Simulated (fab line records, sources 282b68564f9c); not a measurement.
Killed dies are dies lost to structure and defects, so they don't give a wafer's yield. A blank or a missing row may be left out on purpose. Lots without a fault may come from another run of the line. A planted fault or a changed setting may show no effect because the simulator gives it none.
One fault seen from 2 desks | flow rit_cmos | each desk has only its own numbers; what lay behind them comes last

THE TOOL OWNER'S DESK: rtp_anneal-02
The tool's own readings at RIT_SDANNEAL_RTA_03 (time 5 s): means of the sampled wafers that have a number, for each lot that ran on this tool. A lot is out of limits, marked OUT, if its mean lies more than 4 standard deviations from the usual mean; the brackets give that distance.
Columns: A = ramp_up_c_per_s at RIT_SDANNEAL_RTA_03, usual 342.00; B = wafer_temp_C_max at RIT_SDANNEAL_RTA_03, usual 1053.5
lot  | first seen here | A      | B
L289 | day 3 10:31     | 341.97 | 1053.1
L291 | day 3 21:56     | 341.99 | 1053.7
L297 | day 5 05:15     | 342.00 | 1045.5 (-6.7) OUT
L299 | day 5 15:54     | 342.00 | 1045.6 (-6.6) OUT
This desk's finding: out of limits on L297, L299; first on L297, day 5 05:15 (wafer_temp_C_max at RIT_SDANNEAL_RTA_03). In limits: L289, L291.

THE METROLOGY DESK
What the gauges read, lot by lot, whatever tool the lot ran on: means of the sampled wafers that have a number. A lot is out of limits, marked OUT, if its mean lies more than 4 standard deviations from the usual mean; the brackets give that distance.
Columns: A = PSD_RS at RIT_SDANNEAL_RS_MEAS_04, usual 115.97 ohm/sq; B = PLDD_RS at RIT_SDANNEAL_RS_MEAS_06, usual 178.8 ohm/sq
lot  | first seen here | A                | B
L288 | day 3 06:04     | 116.04           | 178.4
L289 | day 3 10:35     | 115.62           | 179.1
L290 | day 3 15:55     | 116.08           | 179.6
L291 | day 3 21:59     | 115.86           | 178.5
L297 | day 5 05:20     | 121.30 (+19) OUT | 183.2 (+9.5) OUT
L298 | day 5 10:38     | 116.02           | 178.3
L299 | day 5 15:58     | 121.39 (+19) OUT | 184.0 (+11) OUT
L303 | day 6 12:41     | 116.10           | 178.8
L305 | day 7 03:52     | 115.80           | 178.8
L306 | day 7 14:16     | 116.06           | 178.9
L308 | day 7 21:53     | 116.14           | 179.2
L311 | day 8 15:26     | 115.85           | 178.6
This desk's finding: out of limits on L297, L299; first on L297, day 5 05:20 (PSD_RS at RIT_SDANNEAL_RS_MEAS_04). In limits: L288, L289, L290, L291, L298, L303, L305, L306, L308, L311.

PUT TOGETHER
The tool owner's desk could have raised an alarm at day 5 05:15, on L297, L299.
The metrology desk could have raised an alarm at day 5 05:20, on L297, L299.
Of the lots named, all ran RIT_SDANNEAL_RTA_03 on rtp_anneal-02.

WHAT THE SIMULATOR HAD PUT IN
Process parameter drift: rtp_anneal-02, from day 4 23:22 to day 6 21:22, at RIT_SDANNEAL_RTA_03. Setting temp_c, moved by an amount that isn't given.
Lots struck among those shown: L297, L299.
Hours from the fault's start to each desk's first reading out of limits: the tool owner's desk, 6; the metrology desk, 6.
